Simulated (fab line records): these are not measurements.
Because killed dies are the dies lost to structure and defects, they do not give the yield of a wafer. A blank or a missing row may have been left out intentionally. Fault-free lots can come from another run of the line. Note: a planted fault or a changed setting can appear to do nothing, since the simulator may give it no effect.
A struck lot beside a sound one -- flow rit-cmos -- 15 steps out of a route of 202
Sound: wafers L313.1, L313.3, L313.5. The struck wafers were L304.2, L304.4, L304.6. The cause comes at the end.
Each step with rows lists, per side, the tool, then ch with its chambers, then its first start. Under that, the readings that differ: sound wafers -- struck wafers -- difference of the means -- sigmas: that difference in standard deviations of wafers without a fault.
alike: readings whose means differ by less than 2 such deviations, and words and numbers that are the same on both sides. not compared: withheld readings, readings that some wafer has no value for, bounds like >300 that may hide the same value, and numbers for which the record gives no deviation and whose values overlap.
A row with sigmas, a row that says differs or no value, or rows on one side alone: a step with any of these is where the two part. Numbers that have no deviation but don't overlap get no sigmas and don't part them. Lack of a reading on every wafer of one side parts them only where that side has two or more wafers.

first, 5 steps without rows for these wafers: RIT_M1_COAT_04 (resist thk 1300 nm); RIT_M1_SOFTBAKE_05 (time 60 s); RIT_M1_EXPOSE_06 (exposes mask M12, target cd 2600 nm); RIT_M1_PEB_07; RIT_M1_DEVELOP_08 (develop time 68 s).
RIT_M1_CD_MEAS_09: the cd target is 2600 nm.
  sound on cd-sem-02, day 7 14:28; struck on cd-sem-01, day 5 18:50
  alike: cd-nm
RIT_M1_OVL_MEAS_10:
  sound on overlay-01, day 7 14:35; struck on overlay-02, day 5 18:57
  alike: M1_OVL
then, 1 step without rows for these wafers: RIT_M1_HARDBAKE_11 (time 120 s).
RIT_M1_METAL_ETCH_12: etches Al in Cl2/BCl3, stops on SiO2, time 165 s, target depth 600 nm.
  sound on rie-metal-02 ch 0,1, day 7 14:52; struck on rie-metal-02 ch 0,1, day 5 19:14
  alike: chamber-pressure-mTorr, drypump-motor-current-A, oes-product-au, throttle-valve-pct
  not compared: rf-hours-counter-h
then, 1 step without rows for these wafers: RIT_M1_STRIP_13 (strips in nmp, time 600 s).
RIT_M1_STRIP_14: strips in O2, time 180 s.
  sound on plasma-asher-03 ch 0,1, day 7 15:13; struck on plasma-asher-02 ch 0,1, day 5 19:34
  alike: chamber-pressure-mTorr, drypump-motor-current-A, o2-flow-sccm
  not compared: rf-hours-counter-h
RIT_M1_CD_MEAS_90: the cd target is 2600 nm.
  sound on cd-sem-02, day 7 15:29; struck on cd-sem-02, day 5 19:46
  alike: cd-nm
RIT_M1_ANNEAL_15: time 1800 s.
  sound on furnace-02 ch 0, day 7 15:37; struck on furnace-02 ch 0, day 5 21:32
  alike: zone-power-centre-pct
RIT_M1_BOW_MEAS_16:
  sound on film-metro-04, day 7 17:07; struck on film-metro-03, day 5 23:03
  alike: M1_BOW
RIT_M1_PROBE_99:
  sound on prober-02, day 7 17:14; struck on prober-01, day 5 23:12
  alike: defect-limited-yield, killed-at-contacts, killed-at-front-end, killed-dies, killed-open, killed-short, sort_bin_3_pad_short, sort_bin_5_function, sort_bin_6_memory, sort-n-pass, sort-yield-pct

== WHERE THEY PART ==
Nowhere in this record.

WHY: whatever the simulator had introduced
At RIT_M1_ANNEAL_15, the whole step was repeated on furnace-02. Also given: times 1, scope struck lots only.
